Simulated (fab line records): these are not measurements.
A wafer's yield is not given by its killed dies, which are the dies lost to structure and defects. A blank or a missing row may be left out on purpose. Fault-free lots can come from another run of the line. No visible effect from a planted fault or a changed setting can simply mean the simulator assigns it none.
Problem report, 8D (eight disciplines) form, completed by code	flow berkeley cmos170	the parts of the form that need people (team, actions taken, sign-off) are left out

== 1. THE ISSUE ==
PWELL_TW at UCB170_PWELL_TW_MEAS_17 reads a mean of 315 on 6 wafers of 2 lots; wafers without a fault read 379 with a standard deviation of 3.4. Relative to the usual mean, that is a shift of -19 standard deviations.
First seen on wafer L842.1, day 6 04:12, on film metro-01. The record has a number at this step for 42 wafers belonging to 14 lots. The rule behind "out" and "out of limits": a value lying over 4 standard deviations away from the usual mean. All remaining wafers that have a number are taken as sound.

== 2. WHAT IT IS AND WHAT IT IS NOT ==
question	is	is not
which readings at this step	PWELL_TW	-
which lots	L842, L843	L826, L827, L828, L830, L831, L832, L833, L834, L835, L836, L837, L840
which wafers of those lots	all that have a number	-
read on which gauges	film metro-01	film metro-02, film metro-04
when	from day 6 04:12	up to then (36 sound wafers)

== 3. THE SUSPECTS, EACH WITH WHAT RULES IT OUT ==
Counting: a tool stays on the suspect list if, at a process step up to the reading, it processed all lots that are out and no sound lot following the first of them.
- the gauge at UCB170_PWELL_TW_MEAS_17 has been ruled out. All the wafers that are out were read on film metro-01, but those of them that UCB170_PWELL_IMPLANT_15 has rows for are out there too, on other tools.
- implanter-04 at UCB170_PWELL_IMPLANT_15: kept. All lots that are out passed through it, beginning with L842 at day 6 03:57, and no sound lot followed; its final sound lot before that point was L840 at day 5 20:24. On those wafers its own readings are out: dose ions cm2, faraday current uA.
The count leaves implanter-04 at UCB170_PWELL_IMPLANT_15.

== 4. THE CAUSE (what the simulator had put in) ==
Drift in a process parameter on implanter-04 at UCB170_PWELL_IMPLANT_15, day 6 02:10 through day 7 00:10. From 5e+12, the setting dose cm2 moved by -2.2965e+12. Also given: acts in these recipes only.
This tool alone remained once counting was done.

== 5. SEQUENCE OF EFFECTS, ordered by route ==
Each row: a reading whose mean over the struck wafers that have a number lies more than 3 standard deviations from the usual. Only readings for which the record gives a usual standard deviation are gone through. hours: the time from each lot's start at the first step in this table that gives one to its start at this step, as a median over the lots. sigmas: the change in usual standard deviations.
hours	step	reading	usual	on struck wafers	change	sigmas
0	UCB170_PWELL_IMPLANT_15	dose ions cm2	5.001e+12	2.703e+12	-2.298e+12	-99 or more
0	UCB170_PWELL_IMPLANT_15	faraday current uA	15.9	8.5	-7.4	-24
0	UCB170_PWELL_TW_MEAS_17	PWELL_TW	379	315	-64	-19
Here are the process steps it includes:
- UCB170_PWELL_IMPLANT_15
Later steps that measure or inspect, where all struck wafers having a row at the step show a number for every such reading and not one has moved that far: UCB170_CONTACT_CD_MEAS_15.

== 6. HOW IT WOULD HAVE BEEN CAUGHT EARLIER ==
In this record the first reading out of limits at a measuring or inspecting step was taken at day 6 04:12, 2 hours after the fault began at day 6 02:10.
Tool's own readings at UCB170_PWELL_IMPLANT_15, dose ions cm2, faraday current uA: out on all struck wafers the step has rows for; an alarm limit on them would have tripped on the first.
L843, from the lots that are out (2), started UCB170_PWELL_IMPLANT_15 on implanter-04 later than day 6 04:12. A tool hold placed at that time would have kept it from harm.
